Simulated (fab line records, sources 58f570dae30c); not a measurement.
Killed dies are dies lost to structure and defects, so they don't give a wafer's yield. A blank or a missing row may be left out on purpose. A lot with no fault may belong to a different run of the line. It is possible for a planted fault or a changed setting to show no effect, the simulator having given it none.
What tool caused it?	flow berkeley cmos170	7 lots with 21 wafers sampled at 3 steps, on a route of 331 steps

WHAT EACH GAUGE READ, for each wafer
UCB170_V1_OVL_MEAS_13.
lot	measured	on	V1_OVL (nm)
L287	day 9 09:41	overlay-01	6 -4 -4
L290	day 10 00:40	overlay-01	-4 -2 1
L292	day 10 09:53	overlay-01	-12 -8 -12
L294	day 10 23:46	overlay-01	-2 4 0
L299	day 11 07:26	overlay-02	-4 -1 -7
L297	day 11 10:29	overlay-02	164 157 162
L303	day 16 06:49	overlay-02	-13 -3 0

WHICH TOOL RAN EACH LOT (tool, then ch and the chambers of the sampled wafers, then the start)
lot	UCB170_CONTACT_ETCH_17	UCB170_V1_EXPOSE_09
L287	rie diel-03 ch 2,3, day 9 01:36	krf scanner-01 ch 0, day 9 08:56
L290	rie diel-01 ch 0,1,3, day 9 18:58	krf scanner-01 ch 0, day 9 23:59
L292	rie diel-03 ch 0,1,3, day 10 00:52	krf scanner-02 ch 0, day 10 08:32
L294	rie diel-01 ch 1,3, day 10 16:46	krf scanner-02 ch 0, day 10 23:15
L299	rie diel-03 ch 0,2,3, day 11 00:46	krf scanner-01 ch 0, day 11 06:46
L297	rie diel-04 ch 1,2,3, day 11 03:07	krf scanner-02 ch 0, day 11 09:39
L303	rie diel-04 ch 1,2,3, day 12 07:32	krf scanner-01 ch 0, day 16 04:37
- UCB170_CONTACT_ETCH_17: etches BARC in N2/H2.
- UCB170_V1_EXPOSE_09: exposes mask VIA1, target cd 700 nm.

THE ANSWER, worked out from the rows above alone
Rule: usual is defined by the lots themselves. Put in order of their means at a reading, lots are off if they are a third of the lots or fewer, leave a main group of 4 or more, and stand apart from it by a gap of 3 or more times the standard deviation of the main group's means; of several such gaps the widest counts. The tables above print the reading to a certain number of digits; a main group whose means all agree to those digits is not used. Also off: a lot with no number at a reading for which 4 or more lots have one. The other lots that the step has rows for count as sound.
Off: at UCB170_V1_OVL_MEAS_13 (V1_OVL), L297. For the main group the mean is -4 nm and the standard deviation 3.7.
If a tool, at a process step before that reading, ran all the lots that are off and no sound lot after the first of them, it fits. Those tools and the gauges at UCB170_V1_OVL_MEAS_13 are tried in the same way. One fits: UCB170_V1_EXPOSE_09 on krf scanner-02. Its last sound lot is L294 (day 10 23:15), its first lot that is off L297 (day 11 09:39): a fault that began between those two fits.

WHAT HAD BEEN PUT IN BY THE SIMULATOR
Scanner matching overlay: krf scanner-02, from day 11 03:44 on, at UCB170_V1_EXPOSE_09. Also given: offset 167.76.
Shown lots that were struck: L297. The rule above found the same.
